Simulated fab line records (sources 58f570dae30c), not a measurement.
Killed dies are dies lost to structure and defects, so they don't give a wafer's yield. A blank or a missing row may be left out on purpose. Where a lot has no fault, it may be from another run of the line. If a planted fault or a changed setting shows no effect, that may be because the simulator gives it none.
Which tool was responsible? / flow berkeley cmos170 / 14 lots with 42 wafers sampled at 3 steps, on a route of 331 steps

== WHAT THE GAUGES SHOWED, per wafer ==
UCB170_M1_CD_MEAS_09: target cd 700 nm.
lot=L679; measured=day 6 14:43; on=cd sem-01; cd nm (nm)=699.3 700.8 700.2
lot=L680; measured=day 7 04:35; on=cd sem-02; cd nm (nm)=697.8 696.9 697.7
lot=L685; measured=day 7 17:53; on=cd sem-02; cd nm (nm)=701.4 702.9 702.1
lot=L683; measured=day 7 18:41; on=cd sem-01; cd nm (nm)=698.6 699.0 697.9
lot=L686; measured=day 7 23:08; on=cd sem-02; cd nm (nm)=699.7 699.7 700.2
lot=L689; measured=day 8 16:39; on=cd sem-01; cd nm (nm)=699.7 699.4 698.8
lot=L690; measured=day 8 23:50; on=cd sem-01; cd nm (nm)=700.9 700.0 701.0
lot=L691; measured=day 9 00:49; on=cd sem-01; cd nm (nm)=700.6 700.3 701.6
lot=L693; measured=day 9 17:28; on=cd sem-01; cd nm (nm)=698.3 699.2 698.5
lot=L694; measured=day 9 18:16; on=cd sem-01; cd nm (nm)=699.6 698.6 699.5
lot=L692; measured=day 9 18:31; on=cd sem-02; cd nm (nm)=699.5 697.4 699.8
lot=L695; measured=day 10 11:18; on=cd sem-02; cd nm (nm)=697.9 697.0 697.5
lot=L700; measured=day 11 05:32; on=cd sem-01; cd nm (nm)=697.0 698.4 696.6
lot=L702; measured=day 11 13:01; on=cd sem-02; cd nm (nm)=701.2 701.6 699.6

UCB170_M1_OVL_MEAS_10.
lot=L679; measured=day 6 14:50; on=overlay-02; M1_OVL (nm)=5 3 1
lot=L680; measured=day 7 04:42; on=overlay-02; M1_OVL (nm)=-3 1 -1
lot=L685; measured=day 7 18:00; on=overlay-02; M1_OVL (nm)=3 3 4
lot=L683; measured=day 7 18:47; on=overlay-01; M1_OVL (nm)=-2 0 -4
lot=L686; measured=day 7 23:15; on=overlay-02; M1_OVL (nm)=12 10 4
lot=L689; measured=day 8 16:46; on=overlay-01; M1_OVL (nm)=3 -1 3
lot=L690; measured=day 8 23:56; on=overlay-01; M1_OVL (nm)=-2 -4 -5
lot=L691; measured=day 9 00:54; on=overlay-02; M1_OVL (nm)=4 -3 2
lot=L693; measured=day 9 17:32; on=overlay-02; M1_OVL (nm)=3 5 8
lot=L694; measured=day 9 18:22; on=overlay-01; M1_OVL (nm)=14 6 13
lot=L692; measured=day 9 18:38; on=overlay-02; M1_OVL (nm)=6 10 0
lot=L695; measured=day 10 11:22; on=overlay-01; M1_OVL (nm)=-6 -2 -5
lot=L700; measured=day 11 05:38; on=overlay-01; M1_OVL (nm)=8 6 7
lot=L702; measured=day 11 13:08; on=overlay-02; M1_OVL (nm)=-6 -10 -11

== WHICH TOOL RAN EACH LOT (tool, then ch and the chambers of the sampled wafers, then the start) ==
lot=L679; UCB170_CONTACT_RTA_08=rtp anneal-02 ch 0, day 6 10:45
lot=L680; UCB170_CONTACT_RTA_08=rtp anneal-01 ch 0, day 7 00:23
lot=L685; UCB170_CONTACT_RTA_08=rtp anneal-02 ch 0, day 7 14:31
lot=L683; UCB170_CONTACT_RTA_08=rtp anneal-01 ch 0, day 7 14:42
lot=L686; UCB170_CONTACT_RTA_08=rtp anneal-01 ch 0, day 7 20:18
lot=L689; UCB170_CONTACT_RTA_08=rtp anneal-02 ch 0, day 8 13:13
lot=L690; UCB170_CONTACT_RTA_08=rtp anneal-01 ch 0, day 8 20:40
lot=L691; UCB170_CONTACT_RTA_08=rtp anneal-02 ch 0, day 8 21:31
lot=L693; UCB170_CONTACT_RTA_08=rtp anneal-01 ch 0, day 9 14:10
lot=L694; UCB170_CONTACT_RTA_08=rtp anneal-02 ch 0, day 9 14:42
lot=L692; UCB170_CONTACT_RTA_08=rtp anneal-01 ch 0, day 9 15:43
lot=L695; UCB170_CONTACT_RTA_08=rtp anneal-01 ch 0, day 10 06:12
lot=L700; UCB170_CONTACT_RTA_08=rtp anneal-02 ch 0, day 11 00:35
lot=L702; UCB170_CONTACT_RTA_08=rtp anneal-01 ch 0, day 11 09:45
- UCB170_CONTACT_RTA_08: time 10 s.

== AS READ BY THE TOOLS THEMSELVES (means over the sampled wafers that have a number; for cases with no such wafer, the mark the record gives instead) ==
UCB170_CONTACT_RTA_08.
lot=L679; tool=rtp anneal-02; anneal temp c max=904.4; lamp power pct (%)=26.4; wafer_temp_C_max=906.1
lot=L680; tool=rtp anneal-01; anneal temp c max=907.6; lamp power pct (%)=23.2; wafer_temp_C_max=903.5
lot=L685; tool=rtp anneal-02; anneal temp c max=904.4; lamp power pct (%)=26.4; wafer_temp_C_max=905.0
lot=L683; tool=rtp anneal-01; anneal temp c max=906.9; lamp power pct (%)=23.2; wafer_temp_C_max=903.7
lot=L686; tool=rtp anneal-01; anneal temp c max=907.4; lamp power pct (%)=23.2; wafer_temp_C_max=903.1
lot=L689; tool=rtp anneal-02; anneal temp c max=904.4; lamp power pct (%)=26.3; wafer_temp_C_max=903.3
lot=L690; tool=rtp anneal-01; anneal temp c max=908.3; lamp power pct (%)=23.2; wafer_temp_C_max=903.1
lot=L691; tool=rtp anneal-02; anneal temp c max=904.8; lamp power pct (%)=26.3; wafer_temp_C_max=905.1
lot=L693; tool=rtp anneal-01; anneal temp c max=908.2; lamp power pct (%)=23.2; wafer_temp_C_max=903.6
lot=L694; tool=rtp anneal-02; anneal temp c max=904.6; lamp power pct (%)=26.4; wafer_temp_C_max=904.8
lot=L692; tool=rtp anneal-01; anneal temp c max=908.2; lamp power pct (%)=23.2; wafer_temp_C_max=903.3
lot=L695; tool=rtp anneal-01; anneal temp c max=907.0; lamp power pct (%)=23.2; wafer_temp_C_max=902.5
lot=L700; tool=rtp anneal-02; anneal temp c max=905.1; lamp power pct (%)=26.4; wafer_temp_C_max=905.2
lot=L702; tool=rtp anneal-01; anneal temp c max=906.6; lamp power pct (%)=23.2; wafer_temp_C_max=903.9

== THE ANSWER, worked out from the rows above alone ==
Rule: what is usual is taken from the lots themselves. The widest of any qualifying gaps counts: lots, ordered by their means at a reading, are off when they make up no more than a third of the lots, leave a main group of 4 or more, and stand apart from it by 3 or more times the standard deviation of that group's means. The tables above print the reading to a certain number of digits; a main group whose means all agree to those digits is not used. A lot without any number at a reading at which 4 lots or more have one is off too. All remaining lots with rows at the step are treated as sound. Order of review: gauges by route order, followed by the tools' own readings, for which a lot's mean as printed above is used. The first step at which some lot is off is used, and at that step the reading that is off furthest; a lot without a number counts as furthest.
Across all readings shown, no lot is off: no conclusion can be drawn from this.

== WHAT THE SIMULATOR PUT IN ==
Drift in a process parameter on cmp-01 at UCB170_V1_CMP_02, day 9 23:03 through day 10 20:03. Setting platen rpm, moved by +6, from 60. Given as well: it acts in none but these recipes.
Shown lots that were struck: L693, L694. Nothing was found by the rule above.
